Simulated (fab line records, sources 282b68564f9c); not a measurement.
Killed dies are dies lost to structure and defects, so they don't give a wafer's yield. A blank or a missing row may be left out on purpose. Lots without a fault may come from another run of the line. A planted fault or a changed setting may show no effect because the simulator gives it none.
fab line records | flow rit_cmos
record lots=13 wafers=39 last_day=7
route steps=202 shown FOX2@23 M1@202
lots that met no fault: from a run of the same line without faults
start_h: hours from the record's first day to the start of the lot's first wafer shown | wait_h: hours since the lot's step before | " the same as in the row above | L1.1+2: a row that stands for several wafers | - no value, or no start given | * or withheld: withheld | < > ~ a bound
route shown NAME@n: a module of which the file shows steps, and the number in the route of the first | usual: mean/standard deviation of fault-free wafers | same: alike in all rows | chamber/n: place in a boat | sites: the reading at each site | _std_site: their standard deviation | _edge_site: outer sites' mean less inner sites' | radius_mm: how far each site lies from the wafer's centre | mask NAME#n: copy n | behind: the tool/chamber that last shaped the wafer | hold: why the lot was held/for how many hours/how that ended | device: the transistor (n, p or np) that didn't switch | end of line: the same wafers' tests at the end of the route | a step without rows: its recipe alone | killed: dies lost to structure and defects at the first sort, not the wafer's yield | map: a wafer's dies, x killed, . not, _ none there
set.NAME: the setting as run; set.NAME@STEP: as run at that earlier step | model.NAME: the simulator's own value behind a step, which no gauge read
steps of the route over a sample of lots; a table a step, a row a wafer
services: from which hour (start_h, from the record's first day; less than 0 if before it) a tool's chamber was out of use, for how many hours, and why
## steps
# step RIT_FOX2_OXIDATION_00
# recipe temp_c=1100 ambient=H2O target_thk_a=3507 p_h2o_torr=720 ox_time_s=1168
# usual spike_tc_centre_C=1102.1/1.2 spike_tc_load_C=1126.2/2.3 spike_tc_source_C=1127.8/1.2 tube_center_temp_C=1100/0.096 tube_center_temp_C_max=1102.8/0.44
# columns lot.wafer tool chamber start_h wait_h spike_tc_centre_C spike_tc_load_C spike_tc_source_C tube_center_temp_C tube_center_temp_C_max
L143.1 furnace-03 0 20.11 0.4 1102.0 1125.9 1126.7 1100 1102.6
L143.3 " 0 " " 1101.7 1122.7 1128.4 1100 1102.7
L143.4 " 0 " " 1100.9 1123.0 1128.6 1100 1103.2
L144.2 furnace-01 0 24.07 0.0 1103.2 1126.2 1126.1 1100.1 1103.6
L144.3 " 0 " " 1103.4 1126.8 1125.5 1100.1 1103.1
L144.4 " 0 " " 1103.0 1123.9 1125.5 1100.1 1102.6
L145.1 furnace-03 0 28.69 0.0 1101.3 1123.9 1129.7 1099.9 1102.9
L145.2 " 0 " " 1100.9 1123.1 1129.1 1100 1102.7
L145.5 " 0 " " 1100.5 1122.9 1127.6 1100.2 1102.7
L146.2 furnace-01 0 33.79 0.0 1102.3 1126.8 1124.9 1100.1 1103.1
L146.3 " 0 " " 1102.6 1127.6 1124.7 1100 1102.3
L146.5 " 0 " " 1102.1 1125.2 1125.5 1100.1 1103.4
L147.1 furnace-04 0 39.39 0.0 1103.0 1129.1 1127.7 1100 1102.1
L147.2 " 0 " " 1102.1 1128.3 1126.7 1100 1102.6
L147.4 " 0 " " 1102.0 1129.2 1128.1 1099.9 1102.1
L148.1 furnace-04 0 44.31 0.7 1101.9 1128.2 1128.8 1100 1102.4
L148.4 " 0 " " 1102.8 1129.6 1129.2 1100.1 1102.7
L148.6 " 0 " " 1102.8 1126.3 1127.0 1100 1102.6
L149.1 furnace-03 0 48.60 0.0 1102.2 1124.1 1127.1 1100.2 1103.1
L149.3 " 0 " " 1099.1 1123.9 1127.0 1100 1102.6
L149.6 " 0 " " 1101.2 1122.3 1127.6 1100.1 1102.7
L150.2 furnace-04 0 53.60 0.0 1103.0 1128.3 1126.4 1099.8 1102.6
L150.4 " 0 " " 1102.6 1128.3 1129.3 1100.1 1103.6
L150.6 " 0 " " 1100.6 1127.9 1127.9 1100.1 1102.7
L151.2 furnace-04 0 57.92 0.0 1102.6 1128.1 1126.9 1099.9 1102.5
L151.3 " 0 " " 1102.8 1129.2 1128.5 1099.7 1101.9
L151.6 " 0 " " 1104.4 1128.4 1129.3 1099.9 1102.0
L152.1 furnace-01 0 62.86 0.0 1102.7 1126.8 1127.0 1100.1 1102.3
L152.5 " 0 " " 1100.6 1125.8 1125.3 1100 1102.9
L152.6 " 0 " " 1101.7 1126.0 1128.3 1100 1102.6
L153.1 furnace-04 0 68.50 0.0 1102.8 1128.9 1127.9 1100 1102.6
L153.4 " 0 " " 1103.0 1127.4 1128.4 1099.9 1102.1
L153.5 " 0 " " 1101.6 1128.6 1128.5 1100 1103.7
L163.3 furnace-03 0 119.95 0.8 1117.1 1137.6 1141.8 1115 1117.8
L163.4 " 0 " " 1116.6 1139.0 1143.1 1115.1 1118.3
L163.5 " 0 " " 1115.8 1139.2 1143.7 1115 1117.7
L165.1 furnace-03 0 130.42 1.1 1116.7 1138.5 1143.4 1115.2 1118.1
L165.5 " 0 " " 1116.7 1139.6 1142.1 1114.9 1117.9
L165.6 " 0 " " 1116.3 1138.8 1140.5 1115.1 1117.9
# step RIT_FOX2_THK_MEAS_01
# recipe reads=SiO2_of_FOX2_OXIDATION_00
# usual FOX2_OXIDE_THK=358/8
# columns lot.wafer tool chamber start_h wait_h FOX2_OXIDE_THK[nm]
L143.1 film_metro-02 - 21.43 0.0 360
L143.3 " - " " 352
L143.4 " - " " 354
L144.2 film_metro-02 - 25.39 0.0 345
L144.3 " - " " 344
L144.4 " - " " 349
L145.1 film_metro-04 - 30.00 0.0 376
L145.2 " - " " 370
L145.5 " - " " 366
L146.2 film_metro-04 - 35.11 0.0 353
L146.3 " - " " 354
L146.5 " - " " 358
L147.1 film_metro-03 - 40.71 0.0 354
L147.2 " - " " 351
L147.4 " - " " 358
L148.1 film_metro-02 - 45.63 0.0 349
L148.4 " - " " 352
L148.6 " - " " 355
L149.1 film_metro-04 - 49.91 0.0 369
L149.3 " - " " 365
L149.6 " - " " 369
L150.2 film_metro-02 - 54.92 0.0 357
L150.4 " - " " 355
L150.6 " - " " 366
L151.2 film_metro-02 - 59.24 0.0 357
L151.3 " - " " 356
L151.6 " - " " 360
L152.1 film_metro-04 - 64.17 0.0 375
L152.5 " - " " 370
L152.6 " - " " 378
L153.1 film_metro-03 - 69.81 0.0 361
L153.4 " - " " 359
L153.5 " - " " 358
L163.3 film_metro-02 - 121.29 0.0 373
L163.4 " - " " 377
L163.5 " - " " 377
L165.1 film_metro-03 - 131.74 0.0 392
L165.5 " - " " 388
L165.6 " - " " 400
# step RIT_FOX2_THK_MEAS_90
# recipe reads=SiO2_of_FOX2_OXIDATION_00
# usual FIELD_OXIDE_LEFT_1_THK=331/8.1
# columns lot.wafer tool chamber start_h wait_h FIELD_OXIDE_LEFT_1_THK[nm]
L143.1 film_metro-04 - 22.31 0.0 332
L143.3 " - " " 324
L143.4 " - " " 326
L144.2 film_metro-03 - 26.27 0.0 318
L144.3 " - " " 317
L144.4 " - " " 322
L145.1 film_metro-04 - 30.96 0.0 349
L145.2 " - " " 343
L145.5 " - " " 339
L146.2 film_metro-03 - 36.13 0.0 326
L146.3 " - " " 327
L146.5 " - " " 331
L147.1 film_metro-03 - 41.58 0.0 326
L147.2 " - " " 323
L147.4 " - " " 330
L148.1 film_metro-03 - 46.57 0.0 321
L148.4 " - " " 324
L148.6 " - " " 327
L149.1 film_metro-02 - 50.86 0.0 342
L149.3 " - " " 337
L149.6 " - " " 342
L150.2 film_metro-03 - 55.80 0.0 329
L150.4 " - " " 327
L150.6 " - " " 338
L151.2 film_metro-03 - 60.12 0.0 329
L151.3 " - " " 329
L151.6 " - " " 332
L152.1 film_metro-03 - 65.05 0.0 349
L152.5 " - " " 343
L152.6 " - " " 352
L153.1 film_metro-04 - 70.75 0.0 334
L153.4 " - " " 332
L153.5 " - " " 331
L163.3 film_metro-04 - 122.23 0.0 346
L163.4 " - " " 350
L163.5 " - " " 350
L165.1 film_metro-02 - 132.62 0.0 366
L165.5 " - " " 361
L165.6 " - " " 373
# step RIT_FOX2_THK_MEAS_91
# recipe reads=SiO2_of_FOX2_OXIDATION_00
# usual FIELD_OXIDE_LEFT_2_THK=263/8.2
# columns lot.wafer tool chamber start_h wait_h FIELD_OXIDE_LEFT_2_THK[nm]
L143.1 film_metro-04 - 34.83 0.0 265
L143.3 " - " " 257
L143.4 " - " " 259
L144.2 film_metro-04 - 38.86 0.0 250
L144.3 " - " " 249
L144.4 " - " " 254
L145.1 film_metro-03 - 43.08 0.0 281
L145.2 " - " " 275
L145.5 " - " " 272
L146.2 film_metro-03 - 48.54 0.0 259
L146.3 " - " " 260
L146.5 " - " " 264
L147.1 film_metro-04 - 53.98 0.0 258
L147.2 " - " " 255
L147.4 " - " " 262
L148.1 film_metro-04 - 59.02 0.0 253
L148.4 " - " " 256
L148.6 " - " " 259
L149.1 film_metro-02 - 64.42 0.0 275
L149.3 " - " " 270
L149.6 " - " " 275
L150.2 film_metro-03 - 68.39 0.0 261
L150.4 " - " " 260
L150.6 " - " " 271
L151.2 film_metro-02 - 73.33 0.0 261
L151.3 " - " " 261
L151.6 " - " " 265
L152.1 film_metro-04 - 78.22 0.0 280
L152.5 " - " " 274
L152.6 " - " " 283
L153.1 film_metro-04 - 84.19 0.0 266
L153.4 " - " " 265
L153.5 " - " " 263
L163.3 film_metro-03 - 136.33 0.0 279
L163.4 " - " " 282
L163.5 " - " " 282
L165.1 film_metro-03 - 145.64 0.0 298
L165.5 " - " " 294
L165.6 " - " " 306
# step RIT_M1_PROBE_99
# usual killed_at_contacts=0.1/0.24 killed_at_front_end=6.7/2.9 killed_dies=6.8/2.9 killed_open=3.5/2 killed_short=3.2/1.9
# same gross_dies=264 killed_at_M0_to_M3=0 killed_at_M4_up=0 killed_at_back_side=0 killed_at_other=0
# columns lot.wafer tool chamber start_h wait_h killed_at_contacts killed_at_front_end killed_dies killed_open killed_short
L148.1 prober-02 - 83.79 0.1 0 6 6 3 3
L148.4 prober-02 - 83.94 0.2 0 10 10 7 3
L148.6 prober-02 - 84.04 0.2 0 11 11 8 3
L151.2 prober-02 - 101.42 0.1 0 1 1 1 0
L151.3 prober-02 - 101.47 0.2 0 6 6 6 0
L151.6 prober-02 - 101.62 0.2 0 5 5 3 2
L165.1 prober-01 - 176.59 0.1 0 3 3 1 2
L165.5 prober-01 - 176.79 0.2 0 3 3 3 0
L165.6 prober-01 - 176.84 0.2 0 4 4 3 1
# killed by level:class
L148.1 FOX2:geometric_particle:open=2 GATE:geometric_particle:short=2 FOX1:geometric_particle:open=1 SILICIDE:geometric_particle:short=1
L148.4 GATE:geometric_particle:open=2 SPACER:geometric_particle:open=2 SILICIDE:geometric_particle:open=2 FOX1:geometric_particle:short=1 FOX2:geometric_particle:short=1 GATE:geometric_particle:short=1 REOX:geometric_particle:open=1
L148.6 GATE:geometric_particle:open=4 GATE:geometric_particle:short=3 SPACER:geometric_particle:open=2 REOX:geometric_particle:open=1 SILICIDE:geometric_particle:open=1
L151.2 FOX2:geometric_particle:open=1
L151.3 FOX2:geometric_particle:open=3 SPACER:geometric_particle:open=2 GATE:geometric_particle:open=1
L151.6 SPACER:geometric_particle:open=2 GATE:geometric_particle:short=1 GATE:geometric_particle:open=1 SILICIDE:geometric_particle:short=1
L165.1 GATE:geometric_particle:open=1 GATE:geometric_particle:short=1 SILICIDE:geometric_particle:short=1
L165.5 SILICIDE:geometric_particle:open=2 FOX2:geometric_particle:open=1
L165.6 FOX1:geometric_particle:open=1 GATE:geometric_particle:open=1 GATE:geometric_particle:short=1 REOX:geometric_particle:open=1
## services
# columns tool chamber start_h hours kind
furnace-03 - 14.37 2.7 pm
furnace-01 - 74.34 3.8 pm
furnace-04 - 111.62 3.5 pm
## key
first_sign step=RIT_FOX2_OXIDATION_00 reading=tube_center_temp_C direction=up sigmas=99+ usual=* struck=*
effect step=RIT_FOX2_OXIDATION_00 reading=tube_center_temp_C_max direction=up sigmas=34 usual=* struck=*
effect step=RIT_FOX2_THK_MEAS_01 reading=FOX2_OXIDE_THK direction=up sigmas=3.3 usual=358 struck=385
effect step=RIT_FOX2_THK_MEAS_90 reading=FIELD_OXIDE_LEFT_1_THK direction=up sigmas=3.3 usual=331 struck=358
effect step=RIT_FOX2_THK_MEAS_91 reading=FIELD_OXIDE_LEFT_2_THK direction=up sigmas=3.3 usual=263 struck=290
met_at RIT_FOX2_OXIDATION_00
struck_lots L163,L165
tester_left_out L163,L165
onset_between 48.60 119.95
fault kind=process_parameter_drift tool=furnace-03 chamber=- onset_h=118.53 steps=RIT_FOX2_OXIDATION_00 channel=temp_c offset=* shape=step end_h=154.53 acts_in=* stated=*
# tester_left_out: of these lots the tester's yield and bins aren't shown, on N5 and GAA mostly nor the transistor test; their killed dies are dies lost to structure and defects alone, not to doping, threshold or leakage, so they don't give the yield
